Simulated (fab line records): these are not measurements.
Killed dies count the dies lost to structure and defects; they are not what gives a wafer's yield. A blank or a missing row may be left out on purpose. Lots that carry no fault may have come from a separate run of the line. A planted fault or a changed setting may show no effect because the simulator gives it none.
Shared-tool check ; flow ritCmos ; 36 wafers sampled across 12 lots

== WHY IT WAS OPENED ==
At RIT_NSD_OVL_MEAS_06 the reading NSD_OVL is flagged on 4 of 12 lots. Fault-free wafers read -0.5 nm, with a standard deviation of 1.5.
Rule: a lot is flagged when every wafer of it that has a number lies more than 4 standard deviations from that mean, or none has a number. As for the other lots, they are considered sound.

lot;measured;on;NSD_OVL (nm), wafer by wafer;flag
L687;day 3 03:43;overlay-01;0.8 1.3 1.1;
L688;day 3 10:47;overlay-02;1.2 -2.3 -1.8;
L689;day 3 14:17;overlay-02;-3.1 -2.7 -2.9;
L690;day 3 17:31;overlay-01;3.4 2.1 -1.2;
L691;day 4 06:50;overlay-02;-0.7 -1.0 0.0;
L694;day 4 16:13;overlay-02;-2.2 -0.5 -2.1;
L697;day 5 08:14;overlay-02;359.7 360.5 356.4;FLAGGED
L699;day 5 15:34;overlay-01;361.6 361.8 359.4;FLAGGED
L700;day 5 22:04;overlay-01;360.5 360.8 360.8;FLAGGED
L701;day 6 01:46;overlay-02;359.7 361.5 359.9;FLAGGED
L705;day 6 23:25;overlay-02;-0.7 -0.9 -0.9;
L710;day 8 03:17;overlay-02;-2.8 -1.2 -0.5;
Flagged lots average 360.2 nm: +360.7 nm relative to the usual, that is +99 or more standard deviations.

== LOT BY LOT: THE TOOL USED ==
The record holds 1 process step before the reading, out of a route of 202 steps. Read each cell as the tool, then ch plus the chambers that the sampled wafers visited, then the start.
lot;flag;RIT_NSD_EXPOSE_03
L687;;ilineStepper-01 ch 0, day 3 03:20
L688;;ilineStepper-02 ch 0, day 3 10:20
L689;;ilineStepper-02 ch 0, day 3 13:53
L690;;ilineStepper-01 ch 0, day 3 17:07
L691;;ilineStepper-02 ch 0, day 4 06:26
L694;;ilineStepper-02 ch 0, day 4 15:49
L697;FLAGGED;ilineStepper-01 ch 0, day 5 07:50
L699;FLAGGED;ilineStepper-01 ch 0, day 5 15:07
L700;FLAGGED;ilineStepper-01 ch 0, day 5 21:41
L701;FLAGGED;ilineStepper-01 ch 0, day 6 01:23
L705;;ilineStepper-02 ch 0, day 6 23:01
L710;;ilineStepper-02 ch 0, day 8 02:53
What is done by these steps:
- RIT_NSD_EXPOSE_03: exposes mask M9, target cd 40700 nm.
- RIT_NSD_OVL_MEAS_06

== FLAGGED OVER TOTAL, TOOL BY TOOL (the gauges that took the reading come last) ==
step;tool;lots run;flagged;share of the flagged lots;sound lots run after its first flagged lot
RIT_NSD_EXPOSE_03;ilineStepper-01;6;4;all;0
RIT_NSD_EXPOSE_03;ilineStepper-02;6;0;none;-
RIT_NSD_OVL_MEAS_06;overlay-01;4;2;some;0
RIT_NSD_OVL_MEAS_06;overlay-02;8;2;some;2 (L705,L710)

== WHAT IS ALLOWED BY THE TABLE ==
In the table, 1 row covers all flagged lots: ilineStepper-01 at RIT_NSD_EXPOSE_03.
- ilineStepper-01 at RIT_NSD_EXPOSE_03 ran 6 lots, 4 of them flagged. Its last sound lot is L690 (day 3 17:07), its first flagged lot L697 (day 5 07:50): a fault that began between those two fits.
What remains is a single tool, ilineStepper-01 at RIT_NSD_EXPOSE_03.

== WHAT THE SIMULATOR PUT IN ==
Scanner matching overlay: ilineStepper-01, from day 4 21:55 on, at RIT_NSD_EXPOSE_03. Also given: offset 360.
Shown lots that were struck: L697, L699, L700, L701. The rule above reached the same finding.
